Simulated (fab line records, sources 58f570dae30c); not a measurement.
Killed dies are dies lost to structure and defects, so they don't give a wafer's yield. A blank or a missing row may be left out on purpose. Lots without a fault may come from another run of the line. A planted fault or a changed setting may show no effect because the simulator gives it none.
Which tool did it? | flow berkeley_cmos170 | 14 lots, 42 wafers sampled, at 3 steps of a route of 331

WHAT THE GAUGES READ, wafer by wafer
UCB170_NLDD_TW_MEAS_11.
lot  | measured     | on            | NLDD_TW
L238 | day 7 22:56  | film_metro-02 | 2220 2214 2233
L239 | day 8 10:55  | film_metro-02 | 2197 2194 2203
L242 | day 8 11:28  | film_metro-02 | 2208 2196 2195
L240 | day 8 11:46  | film_metro-04 | 2223 2213 2214
L244 | day 8 23:28  | film_metro-03 | 2178 2189 2180
L246 | day 9 16:44  | film_metro-02 | 2228 2224 2229
L247 | day 9 17:01  | film_metro-03 | 29 29 29
L248 | day 10 06:44 | film_metro-03 | 30 30 30
L252 | day 10 07:13 | film_metro-04 | 2220 2209 2223
L250 | day 10 07:55 | film_metro-03 | 2179 2174 2181
L257 | day 11 22:23 | film_metro-04 | 2200 2217 2210
L259 | day 12 07:59 | film_metro-04 | 2217 2217 2228
L258 | day 12 08:29 | film_metro-03 | 2153 2172 2168
L260 | day 12 21:20 | film_metro-02 | 2230 2224 2229

WHICH TOOL RAN EACH LOT (tool, then ch and the chambers of the sampled wafers, then the start)
lot  | UCB170_PLDD_STRIP_10                 | UCB170_NLDD_STRIP_10
L238 | plasma_asher-01 ch 0,1, day 7 20:35  | plasma_asher-02 ch 0,1, day 7 22:50
L239 | plasma_asher-03 ch 0,1, day 8 08:56  | plasma_asher-04 ch 0,1, day 8 10:49
L242 | plasma_asher-01 ch 0,1, day 8 09:25  | plasma_asher-04 ch 0,1, day 8 11:22
L240 | plasma_asher-03 ch 0,1, day 8 09:41  | plasma_asher-03 ch 0,1, day 8 11:40
L244 | plasma_asher-04 ch 0,1, day 8 20:28  | plasma_asher-04 ch 0,1, day 8 23:22
L246 | plasma_asher-01 ch 0, day 9 14:41    | plasma_asher-03 ch 0,1, day 9 16:37
L247 | plasma_asher-04 ch 0,1, day 9 14:58  | plasma_asher-02 ch 0,1, day 9 16:56
L248 | plasma_asher-03 ch 0,1, day 10 04:51 | plasma_asher-02 ch 0,1, day 10 06:38
L252 | plasma_asher-01 ch 0,1, day 10 05:08 | plasma_asher-04 ch 0,1, day 10 07:07
L250 | plasma_asher-04 ch 0,1, day 10 05:17 | plasma_asher-02 ch 0,1, day 10 07:48
L257 | plasma_asher-03 ch 0,1, day 11 20:29 | plasma_asher-03 ch 0,1, day 11 22:17
L259 | plasma_asher-01 ch 0,1, day 12 06:08 | plasma_asher-02 ch 0,1, day 12 07:54
L258 | plasma_asher-03 ch 0,1, day 12 06:23 | plasma_asher-04 ch 0,1, day 12 08:22
L260 | plasma_asher-04 ch 0,1, day 12 18:30 | plasma_asher-04 ch 0,1, day 12 21:14
- UCB170_PLDD_STRIP_10: strips in O2.
- UCB170_NLDD_STRIP_10: strips in O2.

WHAT THE TOOLS THEMSELVES READ (means of the sampled wafers that have a number; where no wafer has one, the mark that the record gives instead)
UCB170_PLDD_STRIP_10.
lot  | tool            | chamber_pressure_mTorr (mTorr) | drypump_motor_current_A (A) | oes_product_au (a.u.) | strip_time_to_endpoint_s (s)
L238 | plasma_asher-01 | 3497.7                         | 5.68                        | 0.737                 | 21.59
L239 | plasma_asher-03 | 3497.3                         | 5.72                        | 0.733                 | 21.68
L242 | plasma_asher-01 | 3500.5                         | 5.69                        | 0.731                 | 21.64
L240 | plasma_asher-03 | 3497.7                         | 5.72                        | 0.739                 | 21.69
L244 | plasma_asher-04 | 3500.1                         | 6.07                        | 0.736                 | 21.59
L246 | plasma_asher-01 | 3501.7                         | 5.98                        | 0.736                 | 21.63
L247 | plasma_asher-04 | -                              | -                           | -                     | -
L248 | plasma_asher-03 | -                              | -                           | -                     | -
L252 | plasma_asher-01 | 3499.4                         | 5.83                        | 0.736                 | 21.70
L250 | plasma_asher-04 | 3502.2                         | 6.19                        | 0.738                 | 21.57
L257 | plasma_asher-03 | 3500.3                         | 5.72                        | 0.734                 | 21.66
L259 | plasma_asher-01 | 3501.1                         | 5.82                        | 0.728                 | 21.56
L258 | plasma_asher-03 | 3500.6                         | 5.71                        | 0.732                 | 21.55
L260 | plasma_asher-04 | 3502.1                         | 6.07                        | 0.730                 | 21.62

UCB170_NLDD_STRIP_10.
lot  | tool            | chamber_pressure_mTorr (mTorr) | drypump_motor_current_A (A) | oes_product_au (a.u.) | strip_time_to_endpoint_s (s)
L238 | plasma_asher-02 | 3499                           | 5.6                         | 0.735                 | 21.67
L239 | plasma_asher-04 | 3498                           | 6.0                         | 0.738                 | 21.64
L242 | plasma_asher-04 | 3501                           | 6.0                         | 0.736                 | 21.54
L240 | plasma_asher-03 | 3499                           | 5.7                         | 0.733                 | 21.71
L244 | plasma_asher-04 | 3501                           | 6.0                         | 0.737                 | 21.68
L246 | plasma_asher-03 | 3500                           | 5.7                         | 0.735                 | 21.66
L247 | plasma_asher-02 | 3499                           | 5.5                         | 0.742                 | 47.87
L248 | plasma_asher-02 | 3502                           | 5.6                         | 0.741                 | 47.97
L252 | plasma_asher-04 | 3501                           | 6.1                         | 0.729                 | 21.65
L250 | plasma_asher-02 | 3500                           | 5.5                         | 0.731                 | 21.63
L257 | plasma_asher-03 | 3499                           | 5.6                         | 0.734                 | 21.63
L259 | plasma_asher-02 | 3499                           | 5.6                         | 0.735                 | 21.59
L258 | plasma_asher-04 | 3500                           | 6.0                         | 0.732                 | 21.64
L260 | plasma_asher-04 | 3498                           | 6.2                         | 0.732                 | 21.71

THE ANSWER, worked out from the rows above alone
Rule: what is usual is taken from the lots themselves. Put in order of their means at a reading, lots are off if they are a third of the lots or fewer, leave a main group of 4 or more, and stand apart from it by a gap of 3 or more times the standard deviation of the main group's means; of several such gaps the widest counts. A main group whose means are all the same, to the digits that the tables above print for the reading, isn't used. A lot without any number at a reading at which 4 lots or more have one is off too. The other lots that the step has rows for count as sound. The gauges are gone through in route order, then the tools' own readings, and for those a lot's mean is taken as printed above. The first step at which some lot is off is used, and at that step the reading that is off furthest; a lot without a number counts as furthest.
Off: L247, L248, at UCB170_NLDD_TW_MEAS_11 (NLDD_TW). The main group: mean 2205, standard deviation 20.
A tool fits if, at a process step before that reading, it ran every lot that is off, and no sound lot after the first of them. The gauges at UCB170_NLDD_TW_MEAS_11 aren't tried: what is off there is off at UCB170_PLDD_STRIP_10 too, on other tools, and a gauge's error can't cause that. None of those tried fits.

WHAT THE SIMULATOR HAD PUT IN
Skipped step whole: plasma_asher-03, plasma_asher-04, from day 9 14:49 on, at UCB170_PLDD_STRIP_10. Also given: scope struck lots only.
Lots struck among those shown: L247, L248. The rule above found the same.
